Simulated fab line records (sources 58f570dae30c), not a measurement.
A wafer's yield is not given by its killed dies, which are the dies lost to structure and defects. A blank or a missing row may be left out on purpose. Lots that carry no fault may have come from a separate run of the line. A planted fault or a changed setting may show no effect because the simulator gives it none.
Which tool did it?	flow berkeley_cmos170	14 lots with 42 wafers sampled at 2 steps, on a route of 331 steps

== WHAT THE GAUGES READ, wafer by wafer ==
UCB170_ACTIVE_THK_MEAS_06.
lot	measured	on	ACTIVE_NITRIDE_THK (nm)
L274	day 4 12:25	film_metro-03	220.2 222.7 220.7
L275	day 4 20:00	film_metro-03	217.6 217.4 218.5
L276	day 4 20:01	film_metro-04	221.6 221.3 223.2
L277	day 4 20:03	film_metro-02	222.1 223.8 222.2
L278	day 5 10:38	film_metro-02	218.8 221.1 220.5
L279	day 5 10:37	film_metro-03	222.6 220.9 221.4
L280	day 5 16:23	film_metro-03	217.6 217.3 218.2
L282	day 6 01:49	film_metro-04	219.5 218.3 219.1
L285	day 6 18:03	film_metro-03	221.5 220.9 221.2
L287	day 6 22:35	film_metro-04	221.6 220.7 223.3
L288	day 6 22:35	film_metro-02	222.0 221.2 222.3
L289	day 7 09:26	film_metro-03	349.0 349.4 347.7
L290	day 7 09:25	film_metro-04	348.7 350.6 349.3
L292	day 7 22:58	film_metro-03	218.7 222.3 221.1

== TOOL THAT RAN EACH LOT (tool first, then ch and the chambers of the sampled wafers, then the start) ==
lot	UCB170_ACTIVE_CVD_05
L274	lpcvd-02 ch 0, day 4 09:32
L275	lpcvd-01 ch 0, day 4 18:04
L276	lpcvd-01 ch 1, day 4 18:04
L277	lpcvd-01 ch 0, day 4 18:04
L278	lpcvd-02 ch 0, day 5 08:41
L279	lpcvd-02 ch 0, day 5 08:41
L280	lpcvd-02 ch 1, day 5 14:28
L282	lpcvd-02 ch 1, day 5 23:55
L285	lpcvd-01 ch 0, day 6 16:07
L287	lpcvd-01 ch 1, day 6 20:40
L288	lpcvd-01 ch 0, day 6 20:40
L289	lpcvd-01 ch 1, day 7 07:30
L290	lpcvd-01 ch 0, day 7 07:30
L292	lpcvd-02 ch 1, day 7 21:01
- UCB170_ACTIVE_CVD_05: deposits Si3N4 from SiH2Cl2/NH3, target thk 220 nm, time 3300 s.

== WHAT THE TOOLS THEMSELVES READ (means of the sampled wafers that have a number; where no wafer has one, the mark that the record gives instead) ==
UCB170_ACTIVE_CVD_05.
lot	tool	spike_tc_source_C (C)
L274	lpcvd-02	820.8
L275	lpcvd-01	822.9
L276	lpcvd-01	822.3
L277	lpcvd-01	822.6
L278	lpcvd-02	822.5
L279	lpcvd-02	822.1
L280	lpcvd-02	821.0
L282	lpcvd-02	819.9
L285	lpcvd-01	822.8
L287	lpcvd-01	822.0
L288	lpcvd-01	822.1
L289	lpcvd-01	822.4
L290	lpcvd-01	822.2
L292	lpcvd-02	820.7

== THE ANSWER, worked out from the rows above alone ==
Rule: usual is defined by the lots themselves. The widest of any qualifying gaps counts: lots, ordered by their means at a reading, are off when they make up no more than a third of the lots, leave a main group of 4 or more, and stand apart from it by 3 or more times the standard deviation of that group's means. Not used: any main group whose means are identical at the precision the tables above print for the reading. A lot without any number at a reading at which 4 lots or more have one is off too. All remaining lots with rows at the step are treated as sound. Order of review: gauges by route order, followed by the tools' own readings, for which a lot's mean as printed above is used. At the first step where some lot is off, the reading lying furthest off is the one used; lots without a number count as furthest.
Off: at UCB170_ACTIVE_THK_MEAS_06 (ACTIVE_NITRIDE_THK), L289, L290. For the main group the mean is 220.7 nm and the standard deviation 1.6.
A tool fits if, at a process step before that reading, it ran every lot that is off, and no sound lot after the first of them. Those tools and the gauges at UCB170_ACTIVE_THK_MEAS_06 are tried in the same way. One candidate fits, namely lpcvd-01 at UCB170_ACTIVE_CVD_05. Its last sound lot is L287 (day 6 20:40), its first lot that is off L289 (day 7 07:30): a fault that began between those two fits.

== WHAT HAD BEEN PUT IN BY THE SIMULATOR ==
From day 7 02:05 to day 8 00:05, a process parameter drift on lpcvd-01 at UCB170_ACTIVE_CVD_05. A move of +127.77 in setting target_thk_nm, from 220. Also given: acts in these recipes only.
Lots struck among those shown: L290, L289. This agrees with what the rule above found.
